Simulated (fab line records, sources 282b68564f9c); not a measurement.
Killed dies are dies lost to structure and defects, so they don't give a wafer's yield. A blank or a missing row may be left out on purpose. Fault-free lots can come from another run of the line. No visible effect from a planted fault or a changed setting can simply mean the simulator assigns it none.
Comparing a struck lot with a sound one | flow rit_cmos | 30 steps out of a route of 202
Sound: wafers L184.1, L184.2, L184.3. The struck wafers were L200.1, L200.3, L200.5. The cause is given at the end.
Each step with rows lists, per side, the tool, then ch with its chambers, then its first start. Under that, the readings that differ: sound wafers | struck wafers | difference of the means | sigmas: that difference in standard deviations of wafers without a fault.
alike: words and numbers the same on both sides, and readings whose means are apart by under 2 such deviations; not compared: readings that were withheld, readings missing a value for some wafer, numbers with overlapping values and no deviation given by the record, and bounds like >300 which may hide the same value.
The two part at a step that has a row with sigmas, a row that says differs or no value, or rows on one side only. When numbers do not overlap yet have no deviation, they are printed without sigmas and do not part them. A reading that every wafer of one side lacks parts them only if that side has two wafers or more.

RIT_FOX2_THK_MEAS_01:
  sound on film_metro-03 at day 3 05:03; struck on film_metro-04 at day 6 10:24
  alike: FOX2_OXIDE_THK
then, 2 steps without rows for these wafers: RIT_FOX2_CLEAN_02 (cleans in dHF, time 180 s); RIT_FOX2_WET_ETCH_03 (etches Si3N4 in H3PO4, target depth 195 nm, time 2700 s).
RIT_FOX2_THK_MEAS_90:
  sound on film_metro-04 at day 3 06:00; struck on film_metro-04 at day 6 11:17
  alike: FIELD_OXIDE_LEFT_1_THK
then, 6 steps without rows for these wafers: RIT_NWELL_HMDS_00 (prime time 60 s); RIT_NWELL_COAT_01 (resist thk 1300 nm); RIT_NWELL_SOFTBAKE_02 (time 60 s); RIT_NWELL_EXPOSE_03 (exposes mask M2, target cd 43900 nm); RIT_NWELL_PEB_04; RIT_NWELL_DEVELOP_05 (develop time 68 s).
RIT_NWELL_OVL_MEAS_06:
  sound on overlay-01 at day 3 07:04; struck on overlay-01 at day 6 12:25
  alike: NWELL_OVL
then, 1 step without rows for these wafers: RIT_NWELL_HARDBAKE_07 (time 120 s).
RIT_NWELL_IMPLANT_08:
  sound on implanter-02 ch 0, day 3 07:21; struck on implanter-02 ch 0, day 6 12:43
  reading                          | sound                      | struck                       | difference | sigmas
  beam_on_s (s)                    | 9.86 9.92 10.00            | 10.84 11.20 10.82            | +1.03      | +5
  end_station_pressure_torr (Torr) | 5.11e-06 5.54e-06 4.81e-06 | 5.27e-05 5.057e-05 5.265e-05 | +4.68e-05  | +99 or more
  faraday_current_uA               | 162 159 158                | 147 143 147                  | -14        | -5
RIT_NWELL_STRIP_09: strips in O2, time 180 s.
  sound on plasma_asher-02 ch 0,1, day 3 07:30; struck on plasma_asher-02 ch 1, day 6 12:52
  alike: chamber_pressure_mTorr, drypump_motor_current_A, o2_flow_sccm, rf_refl_power_W
  not compared: rf_hours_counter_h
RIT_NWELL_TW_MEAS_10:
  sound on film_metro-04 at day 3 07:40; struck on film_metro-04 at day 6 13:02
  reading  | sound          | struck         | difference | sigmas
  NWELL_TW | 2156 2155 2164 | 2225 2213 2217 | +60        | +4
then, 6 steps without rows for these wafers: RIT_PWELL_HMDS_00 (prime time 60 s); RIT_PWELL_COAT_01 (resist thk 1300 nm); RIT_PWELL_SOFTBAKE_02 (time 60 s); RIT_PWELL_EXPOSE_03 (exposes mask M3, target cd 43700 nm); RIT_PWELL_PEB_04; RIT_PWELL_DEVELOP_05 (develop time 68 s).
RIT_PWELL_OVL_MEAS_06:
  sound on overlay-01 at day 3 08:37; struck on overlay-02 at day 6 14:18
  alike: PWELL_OVL
then, 2 steps without rows for these wafers: RIT_PWELL_HARDBAKE_07 (time 120 s); RIT_PWELL_IMPLANT_08.
RIT_PWELL_STRIP_09: strips in O2, time 180 s.
  sound on plasma_asher-01 ch 0,1, day 3 09:03; struck on plasma_asher-04 ch 0,1, day 6 14:53
  alike: chamber_pressure_mTorr, drypump_motor_current_A, o2_flow_sccm, rf_refl_power_W
  not compared: rf_hours_counter_h
RIT_PWELL_TW_MEAS_10:
  sound on film_metro-03 at day 3 09:13; struck on film_metro-04 at day 6 15:03
  alike: PWELL_TW
then, 1 step without rows for these wafers: RIT_WELLDRIVE_ANNEAL_00 (time 14700 s).
RIT_WELLDRIVE_RS_MEAS_01: measures by four-point-probe.
  sound on film_metro-01 at day 4 01:21; struck on film_metro-03 at day 6 20:12
  reading           | sound             | struck            | difference | sigmas
  NWELL_RS (ohm/sq) | 276.1 275.5 275.9 | 258.5 258.3 258.1 | -17.5      | -29
RIT_WELLDRIVE_RS_MEAS_02: measures by four-point-probe.
  sound on film_metro-01 at day 4 01:28; struck on film_metro-03 at day 6 20:19
  reading           | sound             | struck            | difference | sigmas
  PWELL_RS (ohm/sq) | 429.5 428.1 428.6 | 431.8 430.4 430.7 | +2.2       | +2
then, 1 step without rows for these wafers: RIT_M1_PROBE_99.

== WHERE THEY PART ==
First at RIT_NWELL_IMPLANT_08; last, within this record, at RIT_WELLDRIVE_RS_MEAS_02.

WHY: what had been put in by the simulator
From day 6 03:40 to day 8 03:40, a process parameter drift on implanter-02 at RIT_NWELL_IMPLANT_08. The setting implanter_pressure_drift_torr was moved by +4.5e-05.
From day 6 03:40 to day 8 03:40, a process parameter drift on implanter-02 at RIT_NWELL_IMPLANT_08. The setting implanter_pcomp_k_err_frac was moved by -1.
